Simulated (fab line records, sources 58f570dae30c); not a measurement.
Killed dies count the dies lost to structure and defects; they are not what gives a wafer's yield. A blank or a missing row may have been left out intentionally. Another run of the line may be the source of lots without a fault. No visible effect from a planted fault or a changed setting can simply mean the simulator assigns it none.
A single fault, viewed from 2 desks	flow berkeleyCmos170	only its own numbers are on each desk; what lay behind them is given at the end

## AT THE METROLOGY DESK
What the gauges read for every lot (on any tool): the sampled wafers with a number, averaged. If a lot's mean is further than 4 standard deviations from the usual mean, the lot is out of limits and carries the mark OUT (the distance appears in the brackets). Only the readings that lie furthest out on some lot appear, 7 of the 9 it has.
Columns: A = PWELL_TW at UCB170_PWELL_TW_MEAS_17, usual 379.0; B = WELLDRIVE_OXIDE_THK at UCB170_WELLDRIVE_THK_MEAS_02, usual 199 nm; C = ACTIVE_OXIDE_THK at UCB170_ACTIVE_THK_MEAS_03, usual 26.3 nm; D = ACTIVE_NITRIDE_THK at UCB170_ACTIVE_THK_MEAS_06, usual 219.7 nm; E = cdNm at UCB170_ACTIVE_CD_MEAS_13, usual 1200.1 nm; F = cdNm at UCB170_ACTIVE_CD_MEAS_90, usual 1200.0 nm; G = PFIELD_OVL at UCB170_PFIELD_OVL_MEAS_06, usual 0 nm
lot	first seen here	A	B	C	D	E	F	G
L540	day 5 02:55	379.7	197	26.4	220.1	1199.0	1199.0	-5
L541	day 5 14:46	379.0	199	27.1	217.6	1200.2	1199.8	-0
L542	day 5 14:52	377.3	200	27.0	215.3	1200.6	1200.6	-2
L544	day 6 01:03	377.0	196	26.6	220.3	1200.1	1199.9	5
L547	day 6 19:34	378.9	195	26.0	217.6	1200.0	1200.0	3
L548	day 7 04:50	381.4	203	26.2	221.5	1197.5	1197.4	-9
This desk's verdict: no lot among the 6 shows anything out of limits.

## THE TOOL OWNER'S DESK: furnace-04
The tool's own readings at UCB170_WELLDRIVE_OXIDATION_01 (target thk 199 nm, ox time 9000 s): means of the sampled wafers that have a number, for each lot that ran on this tool. If a lot's mean is further than 4 standard deviations from the usual mean, the lot is out of limits and carries the mark OUT (the distance appears in the brackets).
Columns: A = oxTempCMax at UCB170_WELLDRIVE_OXIDATION_01, usual 1104.0; B = tubeCenterTempC at UCB170_WELLDRIVE_OXIDATION_01, usual 1100 C
lot	first seen here	A	B
L540	day 5 13:25	1103.9	1100
L541	day 5 23:55	1103.6	1100
L542	day 5 23:55	1103.2	1100
This desk's verdict: no lot among the 3 shows anything out of limits.

## TAKEN TOGETHER
The metrology desk saw nothing out of limits.
Nothing out of limits was seen by the tool owner's desk.

## WHAT HAD BEEN PUT IN BY THE SIMULATOR
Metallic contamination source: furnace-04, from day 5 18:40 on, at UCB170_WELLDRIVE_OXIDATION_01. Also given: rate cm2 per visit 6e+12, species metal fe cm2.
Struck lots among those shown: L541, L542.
